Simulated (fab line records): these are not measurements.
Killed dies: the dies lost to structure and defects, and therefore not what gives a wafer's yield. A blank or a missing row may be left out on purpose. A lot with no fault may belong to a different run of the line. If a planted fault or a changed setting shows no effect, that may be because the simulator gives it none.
Which tool is to blame? | flow rit-cmos | Sampling: 7 lots, 21 wafers, 2 of 202 route steps

## WHAT THE GAUGES SHOWED, per wafer
RIT_PSD_TW_MEAS_10.
lot  | measured    | on            | PSD_TW
L452 | day 3 12:38 | film-metro-04 | 3445 3437 3434
L458 | day 4 21:11 | film-metro-04 | 3414 3418 3411
L460 | day 5 05:17 | film-metro-01 | 3406 3423 3412
L462 | day 5 19:40 | film-metro-02 | 3445 3450 3442
L465 | day 6 06:07 | film-metro-02 | 3468 3466 3450
L467 | day 6 15:46 | film-metro-01 | 2996 2971 2978
L469 | day 7 09:10 | film-metro-01 | 3404 3406 3398

## EACH LOT AND THE TOOL THAT RAN IT (in order: tool; ch and the chambers of the sampled wafers; start)
lot  | RIT_PSD_IMPLANT_08
L452 | implanter-04 ch 0, day 3 12:18
L458 | implanter-02 ch 0, day 4 20:53
L460 | implanter-02 ch 0, day 5 04:58
L462 | implanter-04 ch 0, day 5 19:20
L465 | implanter-04 ch 0, day 6 05:48
L467 | implanter-04 ch 0, day 6 15:26
L469 | implanter-01 ch 0, day 7 08:51
- RIT_PSD_IMPLANT_08

## THE ANSWER, worked out from the rows above alone
Rule: the usual values come from the lots themselves. Put in order of their means at a reading, lots are off if they are a third of the lots or fewer, leave a main group of 4 or more, and stand apart from it by a gap of 3 or more times the standard deviation of the main group's means; of several such gaps the widest counts. A main group whose means are all the same, to the digits that the tables above print for the reading, isn't used. Also off: a lot with no number at a reading for which 4 or more lots have one. The other lots that the step has rows for count as sound.
Off: at RIT_PSD_TW_MEAS_10 (PSD_TW), L467. Mean 3429 and standard deviation 21 in the main group.
If a tool, at a process step before that reading, ran all the lots that are off and no sound lot after the first of them, it fits. The gauges at RIT_PSD_TW_MEAS_10 are tried like those tools. One fits: implanter-04 at RIT_PSD_IMPLANT_08. A fault onset in the window from L465 (day 6 05:48, its last sound lot) to L467 (day 6 15:26, its first lot off) fits.

## WHAT THE SIMULATOR HAD INSERTED
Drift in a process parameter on implanter-04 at RIT_PSD_IMPLANT_08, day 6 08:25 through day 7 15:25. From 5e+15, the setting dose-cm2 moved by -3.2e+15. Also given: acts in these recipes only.
Shown lots that were struck: L467. The rule above found the same.
